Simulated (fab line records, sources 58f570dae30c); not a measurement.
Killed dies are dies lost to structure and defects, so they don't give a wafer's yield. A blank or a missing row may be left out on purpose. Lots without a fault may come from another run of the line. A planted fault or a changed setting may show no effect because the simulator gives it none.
A struck lot beside a sound one | flow berkeley_cmos170 | 27 steps out of a route of 331
Sound: wafers L771.3, L771.5, L771.6. Struck: wafers L783.2, L783.4, L783.5. The cause comes at the end.
At each step with rows: each side's tool, then ch and its chambers, then its first start. Under that, the readings that differ: sound wafers | struck wafers | difference of the means | sigmas: that difference in standard deviations of wafers without a fault.
alike: readings whose means differ by less than 2 such deviations, and words and numbers that are the same on both sides. not compared: withheld readings, readings that some wafer has no value for, bounds like >300 that may hide the same value, and numbers for which the record gives no deviation and whose values overlap.
The two part at a step that has a row with sigmas, a row that says differs or no value, or rows on one side only. Numbers that don't overlap but have no deviation are shown without sigmas and don't part them. A reading that every wafer of one side lacks parts them only if that side has two wafers or more.

UCB170_SPACER_THK_MEAS_01:
  sound on film_metro-04, day 8 20:47; struck on film_metro-03, day 11 08:03
  alike: SPACER_TEOS_THK
then, 1 step without rows for these wafers: UCB170_SPACER_ANNEAL_02 (time 1800 s).
UCB170_SPACER_ETCHBACK_03: etches SiO2 in CHF3/CF4/Ar, stops on Si, target depth 376 nm, time 100 s.
  sound on rie_diel-02 ch 0,3, day 9 00:55; struck on rie_diel-03 ch 0,1,3, day 11 13:11
  alike: drypump_motor_current_A, oes_product_au, throttle_valve_pct
  not compared: rf_hours_counter_h
then, 6 steps without rows for these wafers: UCB170_PSD_HMDS_00 (prime time 60 s); UCB170_PSD_COAT_01 (resist thk 900 nm); UCB170_PSD_SOFTBAKE_02 (time 60 s); UCB170_PSD_EXPOSE_03 (exposes mask PSELECT MOD, target cd 1200 nm); UCB170_PSD_PEB_04; UCB170_PSD_DEVELOP_05 (develop time 45 s).
UCB170_PSD_CD_MEAS_06: target cd 1200 nm.
  sound on cd_sem-01, day 9 02:42; struck on cd_sem-02, day 11 14:44
  alike: cd_nm
UCB170_PSD_OVL_MEAS_07:
  sound on overlay-02, day 9 02:48; struck on overlay-02, day 11 14:50
  alike: PSD_OVL
then, 1 step without rows for these wafers: UCB170_PSD_IMPLANT_08.
UCB170_PSD_STRIP_09: strips in O2.
  sound on plasma_asher-04 ch 0,1, day 9 03:09; struck on plasma_asher-04 ch 1, day 11 15:01
  no value came back on the struck wafers for chamber_pressure_mTorr (mTorr), drypump_motor_current_A (A), oes_product_au (a.u.), strip_time_to_endpoint_s (s); on the sound wafers chamber_pressure_mTorr (mTorr) reads 3500 3502 3503
  reading                              | sound | struck            | difference | sigmas
  model.KrF_of_PSD_COAT_01.thk_nm (nm) | 0 0 0 | 888.9 891.1 888.5 | +889.5     |
  not compared: rf_hours_counter_h
UCB170_PSD_TW_MEAS_10:
  sound on film_metro-03, day 9 03:14; struck on film_metro-02, day 11 15:08
  reading | sound          | struck         | difference | sigmas
  PSD_TW  | 2345 2337 2342 | 2306 2303 2310 | -35        | -2
then, 7 steps without rows for these wafers: UCB170_PSD_CLEAN_11 (cleans in SPM, time 600 s); UCB170_NSD_HMDS_00 (prime time 60 s); UCB170_NSD_COAT_01 (resist thk 900 nm); UCB170_NSD_SOFTBAKE_02 (time 60 s); UCB170_NSD_EXPOSE_03 (exposes mask NSELECT MOD, target cd 1200 nm); UCB170_NSD_PEB_04; UCB170_NSD_DEVELOP_05 (develop time 45 s).
UCB170_NSD_CD_MEAS_06: target cd 1200 nm.
  sound on cd_sem-02, day 9 05:02; struck on cd_sem-02, day 11 16:38
  alike: cd_nm
UCB170_NSD_OVL_MEAS_07:
  sound on overlay-02, day 9 05:08; struck on overlay-02, day 11 16:44
  reading      | sound | struck    | difference | sigmas
  NSD_OVL (nm) | 9 6 4 | -2 -9 -10 | -13        | -3
then, 1 step without rows for these wafers: UCB170_NSD_IMPLANT_08.
UCB170_NSD_STRIP_09: strips in O2.
  sound on plasma_asher-03 ch 0,1, day 9 05:20; struck on plasma_asher-04 ch 1, day 11 16:55
  reading                      | sound             | struck            | difference | sigmas
  drypump_motor_current_A (A)  | 4.8 5.6 4.8       | 6.0 6.0 6.0       | +0.9       | +3
  oes_product_au (a.u.)        | 0.538 0.543 0.531 | 0.614 0.621 0.623 | +0.082     | +20
  strip_time_to_endpoint_s (s) | 35.83 35.81 35.85 | 62.09 62.22 62.24 | +26.35     | +99 or more
  alike: chamber_pressure_mTorr
  not compared: rf_hours_counter_h
UCB170_NSD_TW_MEAS_10:
  sound on film_metro-01, day 9 05:26; struck on film_metro-01, day 11 17:02
  reading | sound          | struck   | difference | sigmas
  NSD_TW  | 4174 4179 4164 | 30 30 30 | -4142      | -99 or more
then, 1 step without rows for these wafers: UCB170_NSD_CLEAN_11 (cleans in SPM, time 600 s).

WHERE THEY PART
First at UCB170_PSD_STRIP_09; last, within this record, at UCB170_NSD_TW_MEAS_10.

WHY: what the simulator had put in
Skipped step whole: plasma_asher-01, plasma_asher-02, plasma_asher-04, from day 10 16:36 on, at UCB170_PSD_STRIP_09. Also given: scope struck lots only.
